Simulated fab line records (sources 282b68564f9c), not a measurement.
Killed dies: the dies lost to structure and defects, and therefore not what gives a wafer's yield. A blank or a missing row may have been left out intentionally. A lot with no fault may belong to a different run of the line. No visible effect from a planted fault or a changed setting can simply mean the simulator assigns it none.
Which tool is to blame? | flow rit-cmos | Sampling: 12 lots, 36 wafers, 3 of 202 route steps

WHAT EACH GAUGE READ, for each wafer
RIT_M1_RS_MEAS_01: a four-point-probe measurement.
lot  | measured    | on            | M1_AL_RS (ohm/sq)
L817 | day 3 08:55 | film-metro-02 | 0.0728 0.0717 0.0730
L818 | day 3 14:28 | film-metro-04 | 0.0733 0.0731 0.0733
L819 | day 3 16:23 | film-metro-03 | 0.0729 0.0727 0.0717
L820 | day 3 20:49 | film-metro-02 | 0.0716 0.0725 0.0725
L821 | day 4 03:52 | film-metro-04 | 0.0726 0.0737 0.0739
L822 | day 4 10:37 | film-metro-04 | 0.0726 0.0735 0.0733
L825 | day 5 01:54 | film-metro-03 | 0.0468 0.0735 0.0737
L826 | day 5 09:26 | film-metro-04 | 0.0737 0.0733 0.0738
L834 | day 7 00:01 | film-metro-03 | 0.0735 0.0734 0.0727
L836 | day 7 06:49 | film-metro-02 | 0.0743 0.0739 0.0738
L838 | day 7 18:05 | film-metro-03 | 0.0733 0.0724 0.0730
L840 | day 8 04:43 | film-metro-02 | 0.0720 0.0727 0.0723

RIT_M1_THK_MEAS_02: measures by xrf.
lot  | measured    | on            | M1_AL_THK (nm)
L817 | day 3 09:01 | film-metro-02 | 405 410 402
L818 | day 3 14:35 | film-metro-04 | 404 403 403
L819 | day 3 16:31 | film-metro-03 | 403 406 410
L820 | day 3 20:55 | film-metro-02 | 410 406 407
L821 | day 4 03:59 | film-metro-04 | 404 399 397
L822 | day 4 10:43 | film-metro-04 | 406 401 400
L825 | day 5 02:01 | film-metro-03 | 624 399 400
L826 | day 5 09:32 | film-metro-04 | 399 399 399
L834 | day 7 00:08 | film-metro-03 | 404 403 406
L836 | day 7 06:56 | film-metro-02 | 395 397 398
L838 | day 7 18:12 | film-metro-03 | 402 407 406
L840 | day 8 04:50 | film-metro-02 | 409 405 405

WHICH TOOL RAN EACH LOT (tool, then ch and the chambers of the sampled wafers, then the start)
lot  | RIT_M1_SPUTTER_00
L817 | pvd-sputter-01, day 3 08:35
L818 | pvd-sputter-03, day 3 14:09
L819 | pvd-sputter-01, day 3 16:06
L820 | pvd-sputter-03, day 3 20:29
L821 | pvd-sputter-01, day 4 03:34
L822 | pvd-sputter-03, day 4 10:18
L825 | pvd-sputter-01, day 5 01:37
L826 | pvd-sputter-03, day 5 09:07
L834 | pvd-sputter-03, day 6 23:44
L836 | pvd-sputter-03, day 7 06:31
L838 | pvd-sputter-03, day 7 17:47
L840 | pvd-sputter-03, day 8 04:25
- RIT_M1_SPUTTER_00: material Al, target thk 400 nm, time 500 s.

AS READ BY THE TOOLS THEMSELVES (means over the sampled wafers that have a number; for cases with no such wafer, the mark the record gives instead)
RIT_M1_SPUTTER_00.
lot  | tool           | cathode-dc-power-W (W) | throttle-valve-pct (%)
L817 | pvd-sputter-01 | 1999.8                 | 29.3
L818 | pvd-sputter-03 | 2000.0                 | 30.1
L819 | pvd-sputter-01 | 2000.2                 | 29.5
L820 | pvd-sputter-03 | 1999.6                 | 30.1
L821 | pvd-sputter-01 | 2000.0                 | 29.7
L822 | pvd-sputter-03 | 1999.9                 | 30.0
L825 | pvd-sputter-01 | 2363.4                 | 29.7
L826 | pvd-sputter-03 | 1999.4                 | 30.6
L834 | pvd-sputter-03 | 2000.2                 | 30.6
L836 | pvd-sputter-03 | 2000.0                 | 31.0
L838 | pvd-sputter-03 | 1999.7                 | 30.0
L840 | pvd-sputter-03 | 1999.9                 | 30.0

THE ANSWER, worked out from the rows above alone
Rule: what is usual is taken from the lots themselves. The widest of any qualifying gaps counts: lots, ordered by their means at a reading, are off when they make up no more than a third of the lots, leave a main group of 4 or more, and stand apart from it by 3 or more times the standard deviation of that group's means. The tables above print the reading to a certain number of digits; a main group whose means all agree to those digits is not used. A lot without any number at a reading at which 4 lots or more have one is off too. Where the step has rows for the other lots, those lots are counted as sound. The gauges are gone through in route order, then the tools' own readings, and for those a lot's mean is taken as printed above. The first step at which some lot is off is used, and at that step the reading that is off furthest; a lot without a number counts as furthest.
Off: L825, at RIT_M1_RS_MEAS_01 (M1_AL_RS). Main group: mean 0.0730 ohm/sq, sd 0.00055.
A tool fits if, at a process step before that reading, it ran every lot that is off, and no sound lot after the first of them. The gauges at RIT_M1_RS_MEAS_01 aren't tried: what is off there is off at RIT_M1_SPUTTER_00 too, on other tools, and a gauge's error can't cause that. One fits: RIT_M1_SPUTTER_00 on pvd-sputter-01. Its last sound lot is L821 (day 4 03:34), its first lot that is off L825 (day 5 01:37): a fault that began between those two fits.
On the lots that are off, the tool's own readings at RIT_M1_SPUTTER_00 differ by more than 5 times the standard deviation of the sound lots' means, which bears it out; cathode-dc-power-W reads 2363.4 W there versus 1999.9 W on the sound lots.

WHAT HAD BEEN PUT IN BY THE SIMULATOR
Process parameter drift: pvd-sputter-01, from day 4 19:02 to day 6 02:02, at RIT_M1_SPUTTER_00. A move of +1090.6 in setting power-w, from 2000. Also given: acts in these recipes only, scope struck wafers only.
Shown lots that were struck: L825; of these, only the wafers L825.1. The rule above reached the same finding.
